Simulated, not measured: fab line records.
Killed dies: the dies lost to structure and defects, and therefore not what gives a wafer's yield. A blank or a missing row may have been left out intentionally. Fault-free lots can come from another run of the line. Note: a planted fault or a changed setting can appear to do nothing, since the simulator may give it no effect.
Lot-split experiment :: flow berkeley cmos170 :: route with 331 steps; 5 lots, 23 wafers read

THE SPLIT ITSELF
At UCB170_M1_SPUTTER_00 (material Al, target thk 600 nm, time 80 s), the setting power w was moved away from the recipe's 6000 W on 10 of the 23 wafers read, by -5.6% to +8.2%. All remaining wafers had this setting at the recipe value.

FROM SPLIT TO READING: 1 step shown by the file between the two
- UCB170_M1_RS_MEAS_01: measures by four-point-probe

THE READING
M1_AL_THK, in nm, at UCB170_M1_THK_MEAS_02 (measures by xrf). Typical for fault-free wafers on this fab line: 612 nm, with standard deviation 6.2 nm.

wafer: L074.4
tool, chamber at the split: pvd sputter-01, -
power w as run, W: 6000
against the recipe: recipe
M1_AL_THK, nm: 608
against lot-mates on the recipe: -

wafer: L074.5
tool, chamber at the split: pvd sputter-01, -
power w as run, W: 6000
against the recipe: recipe
M1_AL_THK, nm: 619
against lot-mates on the recipe: -

wafer: L074.6
tool, chamber at the split: pvd sputter-01, -
power w as run, W: 6000
against the recipe: recipe
M1_AL_THK, nm: 613
against lot-mates on the recipe: -

wafer: L077.1
tool, chamber at the split: pvd sputter-04, -
power w as run, W: 6000
against the recipe: recipe
M1_AL_THK, nm: 610
against lot-mates on the recipe: -

wafer: L077.2
tool, chamber at the split: pvd sputter-04, -
power w as run, W: 6416
against the recipe: +6.9%
M1_AL_THK, nm: 650
against lot-mates on the recipe: +36

wafer: L077.3
tool, chamber at the split: pvd sputter-04, -
power w as run, W: 6000
against the recipe: recipe
M1_AL_THK, nm: 615
against lot-mates on the recipe: -

wafer: L077.4
tool, chamber at the split: pvd sputter-04, -
power w as run, W: 6416
against the recipe: +6.9%
M1_AL_THK, nm: 661
against lot-mates on the recipe: +47

wafer: L077.6
tool, chamber at the split: pvd sputter-04, -
power w as run, W: 6000
against the recipe: recipe
M1_AL_THK, nm: 616
against lot-mates on the recipe: -

wafer: L078.2
tool, chamber at the split: pvd sputter-02, -
power w as run, W: 6000
against the recipe: recipe
M1_AL_THK, nm: 622
against lot-mates on the recipe: -

wafer: L078.3
tool, chamber at the split: pvd sputter-02, -
power w as run, W: 6000
against the recipe: recipe
M1_AL_THK, nm: 608
against lot-mates on the recipe: -

wafer: L078.4
tool, chamber at the split: pvd sputter-02, -
power w as run, W: 5694
against the recipe: -5.1%
M1_AL_THK, nm: 581
against lot-mates on the recipe: -33

wafer: L078.5
tool, chamber at the split: pvd sputter-02, -
power w as run, W: 5694
against the recipe: -5.1%
M1_AL_THK, nm: 583
against lot-mates on the recipe: -31

wafer: L078.6
tool, chamber at the split: pvd sputter-02, -
power w as run, W: 6000
against the recipe: recipe
M1_AL_THK, nm: 611
against lot-mates on the recipe: -

wafer: L079.1
tool, chamber at the split: pvd sputter-04, -
power w as run, W: 5661
against the recipe: -5.6%
M1_AL_THK, nm: 571
against lot-mates on the recipe: -34

wafer: L079.2
tool, chamber at the split: pvd sputter-04, -
power w as run, W: 6000
against the recipe: recipe
M1_AL_THK, nm: 599
against lot-mates on the recipe: -

wafer: L079.3
tool, chamber at the split: pvd sputter-04, -
power w as run, W: 5661
against the recipe: -5.6%
M1_AL_THK, nm: 575
against lot-mates on the recipe: -30

wafer: L079.4
tool, chamber at the split: pvd sputter-04, -
power w as run, W: 6000
against the recipe: recipe
M1_AL_THK, nm: 610
against lot-mates on the recipe: -

wafer: L079.6
tool, chamber at the split: pvd sputter-04, -
power w as run, W: 5661
against the recipe: -5.6%
M1_AL_THK, nm: 575
against lot-mates on the recipe: -30

wafer: L082.2
tool, chamber at the split: pvd sputter-04, -
power w as run, W: 6493
against the recipe: +8.2%
M1_AL_THK, nm: 664
against lot-mates on the recipe: +59

wafer: L082.3
tool, chamber at the split: pvd sputter-04, -
power w as run, W: 6493
against the recipe: +8.2%
M1_AL_THK, nm: 664
against lot-mates on the recipe: +59

wafer: L082.4
tool, chamber at the split: pvd sputter-04, -
power w as run, W: 6493
against the recipe: +8.2%
M1_AL_THK, nm: 659
against lot-mates on the recipe: +54

wafer: L082.5
tool, chamber at the split: pvd sputter-04, -
power w as run, W: 6000
against the recipe: recipe
M1_AL_THK, nm: 606
against lot-mates on the recipe: -

wafer: L082.6
tool, chamber at the split: pvd sputter-04, -
power w as run, W: 6000
against the recipe: recipe
M1_AL_THK, nm: 604
against lot-mates on the recipe: -

FIT RESULTS
A straight line over all 23 wafers: M1_AL_THK changes by +6.3 nm for each +1% of power w; r = +0.98; the points scatter about the line by 5.3 nm.
The same after taking each lot's own level away (the mean of its wafers on the recipe; 23 wafers): +6.33 nm for each +1%; r = +0.99; scatter 4.8 nm.
On that fit, the largest move of power w shifts the reading by 52 nm.
Measured against the standard deviation above, the lots' own levels, which go from 604.5 to 613.7 nm, span 1.5 times it.
Consequently the slope shifts little with the lot-to-lot level, the two slopes agreeing.
Check: for one of the wafers moved furthest among these (+8.2%), held out of the fit, the line's prediction against its lot-mates is +51.9 nm. It came out at +59 nm against them.

FURTHER SPLITS ON THESE WAFERS
Note: prior to the reading, these wafers also went through further splits. Each is held against what the fit with the lots' levels taken away leaves over:
other split on the same wafers: UCB170_NSD_IMPLANT_08 tilt deg
wafers away from the commonest value: 10
r with M1_AL_THK (lot level and that fit taken away): -0.19

THE WHOLE CHAIN: every reading that the file lists as answering this split, in the file's order
step: UCB170_M1_SPUTTER_00
what it does: material Al, target thk 600 nm, time 80 s
reading: Al_of_M1_SPUTTER_00.thk nm (the simulator's own value, which no gauge read)
change (the file's fit): +6.06 nm for each +1% of the setting
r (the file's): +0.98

step: UCB170_M1_RS_MEAS_01
what it does: measures by four-point-probe
reading: M1_AL_RS
change (the file's fit): -0.00049 for each +1% of the setting
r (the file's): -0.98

step: UCB170_M1_THK_MEAS_02
what it does: measures by xrf
reading: M1_AL_THK
change (the file's fit): +6.31 for each +1% of the setting
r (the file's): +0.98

THE FILE'S OWN FIT
M1_AL_THK changes by +6.31 nm for each +1% of power w, r = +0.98.
